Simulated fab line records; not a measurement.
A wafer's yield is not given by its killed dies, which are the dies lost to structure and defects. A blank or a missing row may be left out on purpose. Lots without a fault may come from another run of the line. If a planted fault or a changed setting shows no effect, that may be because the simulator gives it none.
Code-filled problem report in 8D (eight disciplines) form	flow berkeleyCmos170	the parts of the form that need people (team, actions taken, sign-off) are left out

1. THE ISSUE
Wafers with no fault read 495.0 W with a standard deviation of 2.5, whereas rfFwdPowerW at UCB170_M2_ETCH_17 reads a mean of 414.9 W on 1 wafer of 1 lot. That is -32 standard deviations from the usual mean.
The step: etches BARC in N2/H2.
First observed at day 13 02:44: wafer L400.6, on rieDiel-01. At this step, 39 wafers from 13 lots have a number in the record. Rule for "out" (also "out of limits"): further than 4 standard deviations from the usual mean. All remaining wafers that have a number are taken as sound.

2. WHAT IT IS; WHAT IT IS NOT
question	is	is not
which readings at this step	rfFwdPowerW, oesProductAu	drypumpMotorCurrentA, throttleValvePct
which lots	L400	L383, L384, L385, L387, L388, L389, L390, L391, L394, L403, L404, L406
which wafers of those lots	L400.6	L400.1, L400.5
read on which tools	rieDiel-01	rieDiel-02, rieDiel-04
when	from day 13 02:44	up to then (29 sound wafers); but 9 sound wafers of L403, L404, L406 came after

3. SUSPECTS, AND WHAT RULES EACH OUT
Counting: any tool at a process step up to the reading remains a suspect provided it ran every lot that is out. Sound lots after the first of them don't rule it out here, since some wafers of a struck lot are sound.
- rieDiel-01 at UCB170_M2_ETCH_17 (etches BARC in N2/H2): kept. L400, the lot that is out, went through it at day 13 02:44; up to then, the latest sound lot through it was L387 at day 9 18:35. Out on those wafers are its own readings of oesProductAu, rfFwdPowerW.
- At UCB170_M2_ETCH_17 on rieDiel-01, chamber 3 took the sound wafers of the same lots and chamber 0 took the wafers that are out.
After counting, what remains is rieDiel-01 at UCB170_M2_ETCH_17.

4. THE CAUSE (what the simulator had put in)
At UCB170_M2_ETCH_17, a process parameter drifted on rieDiel-01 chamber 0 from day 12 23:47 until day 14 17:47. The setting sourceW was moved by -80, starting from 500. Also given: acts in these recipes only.
The count eliminated every tool but this one.

5. THE CHAIN OF EFFECTS, in route order
Each row: a reading where the mean over the struck wafers with a number is more than 3 standard deviations away from the usual. Scope: only readings with a usual standard deviation given in the record; hours: median across lots of the time from each lot's start at the first step in this table that gives one to its start at this step; sigmas: change in usual standard deviations.
hours	step	reading	usual	on struck wafers	change	sigmas
0	UCB170_M2_ETCH_17	oesProductAu	1.002 a.u.	0.903	-0.099	-7.1
0	UCB170_M2_ETCH_17	rfFwdPowerW	495.0 W	414.9	-80.1	-32
The process steps in it:
- UCB170_M2_ETCH_17: etches BARC in N2/H2.

6. HOW IT WOULD HAVE BEEN CAUGHT EARLIER
In this record no reading fell out of limits until day 13 02:44, 3 hours after the fault had begun at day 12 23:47.
